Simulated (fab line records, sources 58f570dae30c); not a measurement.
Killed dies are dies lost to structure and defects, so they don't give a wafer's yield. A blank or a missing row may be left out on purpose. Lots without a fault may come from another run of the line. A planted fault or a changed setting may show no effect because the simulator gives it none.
A struck lot beside a sound one | flow berkeley_cmos170 | 13 steps out of a route of 331
Sound: wafers L714.1, L714.5, L714.6. Struck: wafers L709.1, L709.3, L709.4. The cause comes at the end.
At each step with rows: each side's tool, then ch and its chambers, then its first start. Under that, the readings that differ: sound wafers | struck wafers | difference of the means | sigmas: that difference in standard deviations of wafers without a fault.
alike: readings whose means differ by less than 2 such deviations, and words and numbers that are the same on both sides. not compared: withheld readings, readings that some wafer has no value for, bounds like >300 that may hide the same value, and numbers for which the record gives no deviation and whose values overlap.
The two part at a step that has a row with sigmas, a row that says differs or no value, or rows on one side only. Numbers that don't overlap but have no deviation are shown without sigmas and don't part them. A reading that every wafer of one side lacks parts them only if that side has two wafers or more.

UCB170_NSD_CD_MEAS_06: target cd 1200 nm.
  sound on cd_sem-02, day 10 04:41; struck on cd_sem-02, day 10 00:00
  alike: cd_nm
UCB170_NSD_OVL_MEAS_07:
  sound on overlay-02, day 10 04:48; struck on overlay-02, day 10 00:07
  alike: NSD_OVL
then, 1 step without rows for these wafers: UCB170_NSD_IMPLANT_08.
UCB170_NSD_STRIP_09: strips in O2.
  sound on plasma_asher-02 ch 0,1, day 10 04:59; struck on plasma_asher-02 ch 0,1, day 10 00:18
  alike: drypump_motor_current_A, o2_flow_sccm, oes_product_au, strip_time_to_endpoint_s
  not compared: rf_hours_counter_h
UCB170_NSD_TW_MEAS_10:
  sound on film_metro-02, day 10 05:05; struck on film_metro-01, day 10 00:24
  alike: NSD_TW
then, 4 steps without rows for these wafers: UCB170_NSD_CLEAN_11 (cleans in SPM, time 600 s); UCB170_BACKSIDE_HMDS_00 (prime time 60 s); UCB170_BACKSIDE_COAT_01 (resist thk 900 nm); UCB170_BACKSIDE_SOFTBAKE_02 (time 60 s).
UCB170_BACKSIDE_STRIP_03: strips in O2.
  sound on plasma_asher-03 ch 0,1, day 10 09:11; struck on plasma_asher-03 ch 0,1, day 10 01:06
  alike: drypump_motor_current_A, o2_flow_sccm, oes_product_au, strip_time_to_endpoint_s
  not compared: rf_hours_counter_h
then, 1 step without rows for these wafers: UCB170_BACKSIDE_CLEAN_04 (cleans in SPM, time 600 s).
UCB170_SDANNEAL_RTA_00: time 10 s.
  sound on rtp_anneal-01 ch 0, day 10 09:29; struck on rtp_anneal-01 ch 0, day 10 01:23
  alike: anneal_temp_c_max, chamber_o2_ppm, lamp_power_pct, wafer_temp_C_max
UCB170_SDANNEAL_RTA_01: time 5 s.
  sound on rtp_anneal-01 ch 0, day 10 09:33; struck on rtp_anneal-01, day 10 01:26
  no value came back on the struck wafers for anneal_temp_c_max, chamber_o2_ppm, lamp_power_pct (%), wafer_temp_C_max; on the sound wafers anneal_temp_c_max reads 1053.3 1053.7 1053.4

WHERE THEY PART
Only at UCB170_SDANNEAL_RTA_01, within this record.

WHY: what the simulator had put in
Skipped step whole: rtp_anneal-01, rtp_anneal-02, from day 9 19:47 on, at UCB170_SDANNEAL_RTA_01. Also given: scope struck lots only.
